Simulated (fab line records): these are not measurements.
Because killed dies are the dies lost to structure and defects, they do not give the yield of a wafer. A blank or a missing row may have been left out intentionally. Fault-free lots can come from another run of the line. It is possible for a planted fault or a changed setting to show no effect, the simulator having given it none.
Which tool did it? + flow berkeley-cmos170 + 42 wafers from 14 lots sampled at 6 of the route's 331 steps

WHAT THE GAUGES READ, wafer by wafer
UCB170_GATE_THK_MEAS_02. Usual: GATE_OXIDE_THK 6.52 nm, standard deviation 0.12.
| lot  | measured     | on            | GATE_OXIDE_THK (nm) | flag |
|------|--------------|---------------|---------------------|------|
| L609 | day 6 04:25  | film-metro-03 | 6.74 6.74 6.80      |      |
| L610 | day 6 16:38  | film-metro-04 | 6.35 6.40 6.44      |      |
| L613 | day 7 04:22  | film-metro-03 | 6.43 6.48 6.37      |      |
| L612 | day 7 04:22  | film-metro-04 | 6.40 6.40 6.49      |      |
| L614 | day 7 18:59  | film-metro-02 | 6.51 6.39 6.56      |      |
| L615 | day 7 18:59  | film-metro-04 | 6.49 6.56 6.41      |      |
| L616 | day 7 18:59  | film-metro-03 | 6.31 6.41 6.32      |      |
| L619 | day 8 02:15  | film-metro-04 | 6.48 6.55 6.49      |      |
| L617 | day 8 05:29  | film-metro-03 | 6.52 6.50 6.54      |      |
| L624 | day 9 04:09  | film-metro-02 | 6.56 6.57 6.51      |      |
| L627 | day 9 04:09  | film-metro-03 | 6.78 6.58 6.60      |      |
| L628 | day 9 21:05  | film-metro-03 | 6.54 6.53 6.69      |      |
| L632 | day 10 05:08 | film-metro-02 | 6.55 6.49 6.48      |      |
| L630 | day 10 05:11 | film-metro-03 | 6.51 6.58 6.70      |      |

UCB170_NLDD_CD_MEAS_06: target cd 1200 nm. Usual: cd-nm at 1200.3 nm, with a standard deviation of 1.5.
| lot  | measured     | on        | cd-nm (nm)           | flag |
|------|--------------|-----------|----------------------|------|
| L609 | day 6 15:19  | cd-sem-02 | 1201.1 1199.8 1200.5 |      |
| L610 | day 7 08:15  | cd-sem-01 | 1199.2 1198.6 1198.7 |      |
| L613 | day 7 14:00  | cd-sem-02 | 1201.2 1198.1 1199.2 |      |
| L612 | day 7 14:16  | cd-sem-01 | 1201.2 1202.4 1202.2 |      |
| L614 | day 8 08:32  | cd-sem-01 | 1202.9 1201.1 1202.1 |      |
| L615 | day 8 08:14  | cd-sem-01 | 1202.0 1201.5 1202.1 |      |
| L616 | day 8 08:22  | cd-sem-02 | 1198.7 1199.8 1198.5 |      |
| L619 | day 8 15:13  | cd-sem-02 | 1200.6 1200.4 1202.2 |      |
| L617 | day 8 17:02  | cd-sem-02 | 1201.2 1199.8 1200.1 |      |
| L624 | day 9 17:22  | cd-sem-01 | 1200.1 1200.4 1200.7 |      |
| L627 | day 9 18:05  | cd-sem-01 | 1199.8 1199.7 1199.7 |      |
| L628 | day 10 11:03 | cd-sem-02 | 1197.9 1198.2 1199.5 |      |
| L632 | day 10 15:19 | cd-sem-01 | 1201.4 1200.5 1198.8 |      |
| L630 | day 10 15:08 | cd-sem-01 | 1201.3 1202.6 1203.4 |      |

UCB170_NLDD_TW_MEAS_11. Usual: NLDD_TW 2216, standard deviation 18.
| lot  | measured     | on            | NLDD_TW        | flag |
|------|--------------|---------------|----------------|------|
| L609 | day 6 15:58  | film-metro-04 | 2200 2192 2192 |      |
| L610 | day 7 08:48  | film-metro-01 | 2222 2216 2228 |      |
| L613 | day 7 14:34  | film-metro-04 | 2202 2195 2194 |      |
| L612 | day 7 14:52  | film-metro-01 | 2229 2225 2220 |      |
| L614 | day 8 09:06  | film-metro-04 | 2185 2186 2186 |      |
| L615 | day 8 08:48  | film-metro-01 | 2237 2232 2233 |      |
| L616 | day 8 08:55  | film-metro-04 | 2194 2190 2199 |      |
| L619 | day 8 15:45  | film-metro-02 | 2226 2229 2218 |      |
| L617 | day 8 17:35  | film-metro-04 | 2311 2305 2297 | OFF  |
| L624 | day 9 17:55  | film-metro-02 | 2363 2356 2357 | OFF  |
| L627 | day 9 18:38  | film-metro-02 | 2240 2222 2230 |      |
| L628 | day 10 11:37 | film-metro-04 | 2202 2204 2199 |      |
| L632 | day 10 15:52 | film-metro-02 | 2217 2205 2225 |      |
| L630 | day 10 15:41 | film-metro-01 | 2216 2225 2205 |      |

UCB170_SDANNEAL_RS_MEAS_05: the measuring method here is four-point-probe. Usual: NLDD_RS 616.7 ohm/sq, standard deviation 1.7.
| lot  | measured     | on            | NLDD_RS (ohm/sq)  | flag |
|------|--------------|---------------|-------------------|------|
| L609 | day 7 00:55  | film-metro-04 | 617.5 617.7 618.3 |      |
| L610 | day 7 17:20  | film-metro-04 | 617.6 617.8 618.5 |      |
| L613 | day 8 00:37  | film-metro-02 | 617.1 619.4 615.6 |      |
| L612 | day 8 01:35  | film-metro-01 | 618.5 617.2 619.4 |      |
| L614 | day 8 20:58  | film-metro-02 | 615.7 615.9 618.0 |      |
| L615 | day 8 18:12  | film-metro-01 | 617.0 618.0 617.2 |      |
| L616 | day 8 21:25  | film-metro-01 | 614.0 613.5 614.2 |      |
| L619 | day 9 00:34  | film-metro-01 | 615.2 617.4 616.9 |      |
| L617 | day 9 02:58  | film-metro-01 | 537.4 538.4 539.5 | OFF  |
| L624 | day 10 07:46 | film-metro-01 | 538.4 538.8 536.0 | OFF  |
| L627 | day 10 07:46 | film-metro-02 | 617.3 618.0 615.6 |      |
| L628 | day 10 22:11 | film-metro-02 | 615.0 613.8 615.5 |      |
| L632 | day 11 03:19 | film-metro-02 | 616.8 619.1 618.8 |      |
| L630 | day 11 03:07 | film-metro-04 | 619.8 621.2 621.5 |      |

EACH LOT AND THE TOOL THAT RAN IT (in order: tool; ch and the chambers of the sampled wafers; start)
| lot  | UCB170_NLDD_IMPLANT_08          | UCB170_NLDD_STRIP_10                 |
|------|---------------------------------|--------------------------------------|
| L609 | implanter-04 ch 0, day 6 15:28  | plasma-asher-02 ch 0,1, day 6 15:46  |
| L610 | implanter-03 ch 0, day 7 08:24  | plasma-asher-03 ch 0,1, day 7 08:42  |
| L613 | implanter-03 ch 0, day 7 14:10  | plasma-asher-02 ch 0,1, day 7 14:28  |
| L612 | implanter-03 ch 0, day 7 14:29  | plasma-asher-01 ch 0, day 7 14:46    |
| L614 | implanter-04 ch 0, day 8 08:42  | plasma-asher-02 ch 0,1, day 8 09:00  |
| L615 | implanter-04 ch 0, day 8 08:24  | plasma-asher-02 ch 0,1, day 8 08:42  |
| L616 | implanter-02 ch 0, day 8 08:31  | plasma-asher-03 ch 0,1, day 8 08:49  |
| L619 | implanter-04 ch 0, day 8 15:23  | plasma-asher-01 ch 0,1, day 8 15:40  |
| L617 | implanter-04 ch 0, day 8 17:11  | plasma-asher-02 ch 0,1, day 8 17:28  |
| L624 | implanter-04 ch 0, day 9 17:31  | plasma-asher-03 ch 0,1, day 9 17:49  |
| L627 | implanter-03 ch 0, day 9 18:14  | plasma-asher-03 ch 0,1, day 9 18:32  |
| L628 | implanter-03 ch 0, day 10 11:13 | plasma-asher-03 ch 0,1, day 10 11:31 |
| L632 | implanter-03 ch 0, day 10 15:29 | plasma-asher-01 ch 0,1, day 10 15:46 |
| L630 | implanter-02 ch 0, day 10 15:17 | plasma-asher-03 ch 0,1, day 10 15:35 |
- UCB170_NLDD_IMPLANT_08
- UCB170_NLDD_STRIP_10: strips in O2.

WHAT THE TOOLS THEMSELVES READ (means of the sampled wafers that have a number; where no wafer has one, the mark that the record gives instead)
UCB170_NLDD_IMPLANT_08. Usual: dose-ions-cm2 4.999e+13, standard deviation 5.4e+10; end-station-pressure-torr 5.11e-06 Torr, standard deviation 2.3e-07; faraday-current-uA 158, standard deviation 3.3.
| lot  | tool         | dose-ions-cm2 | end-station-pressure-torr (Torr) | faraday-current-uA | flag |
|------|--------------|---------------|----------------------------------|--------------------|------|
| L609 | implanter-04 | 5.000e+13     | 5.29e-06                         | 155                |      |
| L610 | implanter-03 | 5.000e+13     | 5.25e-06                         | 159                |      |
| L613 | implanter-03 | 4.996e+13     | 5.14e-06                         | 162                |      |
| L612 | implanter-03 | 5.003e+13     | 5.31e-06                         | 160                |      |
| L614 | implanter-04 | 5.003e+13     | 4.78e-06                         | 158                |      |
| L615 | implanter-04 | 4.992e+13     | 4.91e-06                         | 157                |      |
| L616 | implanter-02 | 4.999e+13     | 5.21e-06                         | 159                |      |
| L619 | implanter-04 | 4.997e+13     | 5.12e-06                         | 158                |      |
| L617 | implanter-04 | 7.171e+13     | 5.16e-06                         | 221                | OFF  |
| L624 | implanter-04 | 7.160e+13     | 5.20e-06                         | 229                | OFF  |
| L627 | implanter-03 | 4.993e+13     | 5.09e-06                         | 162                |      |
| L628 | implanter-03 | 5.002e+13     | 4.92e-06                         | 158                |      |
| L632 | implanter-03 | 5.010e+13     | 5.06e-06                         | 160                |      |
| L630 | implanter-02 | 4.996e+13     | 5.07e-06                         | 159                |      |

UCB170_NLDD_STRIP_10. Usual: drypump-motor-current-A 5.97 A, standard deviation 0.27; oes-product-au 0.735 a.u., standard deviation 0.005; strip-time-to-endpoint-s 21.61 s, standard deviation 0.065.
| lot  | tool            | drypump-motor-current-A (A) | oes-product-au (a.u.) | strip-time-to-endpoint-s (s) | flag |
|------|-----------------|-----------------------------|-----------------------|------------------------------|------|
| L609 | plasma-asher-02 | 5.95                        | 0.731                 | 21.64                        |      |
| L610 | plasma-asher-03 | 5.94                        | 0.734                 | 21.54                        |      |
| L613 | plasma-asher-02 | 5.94                        | 0.734                 | 21.65                        |      |
| L612 | plasma-asher-01 | 5.55                        | 0.734                 | 21.70                        |      |
| L614 | plasma-asher-02 | 6.00                        | 0.738                 | 21.57                        |      |
| L615 | plasma-asher-02 | 5.98                        | 0.729                 | 21.58                        |      |
| L616 | plasma-asher-03 | 5.95                        | 0.731                 | 21.58                        |      |
| L619 | plasma-asher-01 | 5.80                        | 0.735                 | 21.61                        |      |
| L617 | plasma-asher-02 | 5.98                        | 0.738                 | 21.58                        |      |
| L624 | plasma-asher-03 | 6.14                        | 0.734                 | 21.62                        |      |
| L627 | plasma-asher-03 | 5.95                        | 0.732                 | 21.62                        |      |
| L628 | plasma-asher-03 | 5.93                        | 0.732                 | 21.64                        |      |
| L632 | plasma-asher-01 | 5.79                        | 0.738                 | 21.62                        |      |
| L630 | plasma-asher-03 | 5.96                        | 0.737                 | 21.50                        |      |

THE ANSWER, worked out from the rows above alone
Rule: take the mean of a lot's wafers that have a number; if it is more than 3 standard deviations from the usual mean, the lot is off. Also off: a lot with no number at a reading for which 4 or more lots have one. All remaining lots with rows at the step are treated as sound. After the gauges, taken in route order, come the tools' own readings; for these a lot's mean is taken, as printed above. At the first step where some lot is off, the reading lying furthest off is the one used; lots without a number count as furthest.
Off: at UCB170_NLDD_TW_MEAS_11 (NLDD_TW), L617, L624.
If a tool, at a process step before that reading, ran all the lots that are off and no sound lot after the first of them, it fits. The gauges at UCB170_NLDD_TW_MEAS_11 aren't tried: what is off there is off at UCB170_SDANNEAL_RS_MEAS_05 too, on other tools, and a gauge's error can't cause that. One fits: UCB170_NLDD_IMPLANT_08 on implanter-04. A fault onset in the window from L619 (day 8 15:23, its last sound lot) to L617 (day 8 17:11, its first lot off) fits.
The tool's own readings at UCB170_NLDD_IMPLANT_08 bear it out: on the lots that are off they differ by more than 5 times the standard deviation of the sound lots' means. dose-ions-cm2 reads 7.166e+13 there against 4.999e+13 on the sound lots; faraday-current-uA reads 225 there against 159 on the sound lots.

WHAT THE SIMULATOR HAD INSERTED
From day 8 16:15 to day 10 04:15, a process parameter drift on implanter-04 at UCB170_NLDD_IMPLANT_08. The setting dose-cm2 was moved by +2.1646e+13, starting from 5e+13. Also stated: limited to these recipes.
Shown lots that were struck: L617, L624. The same result came from the rule above.
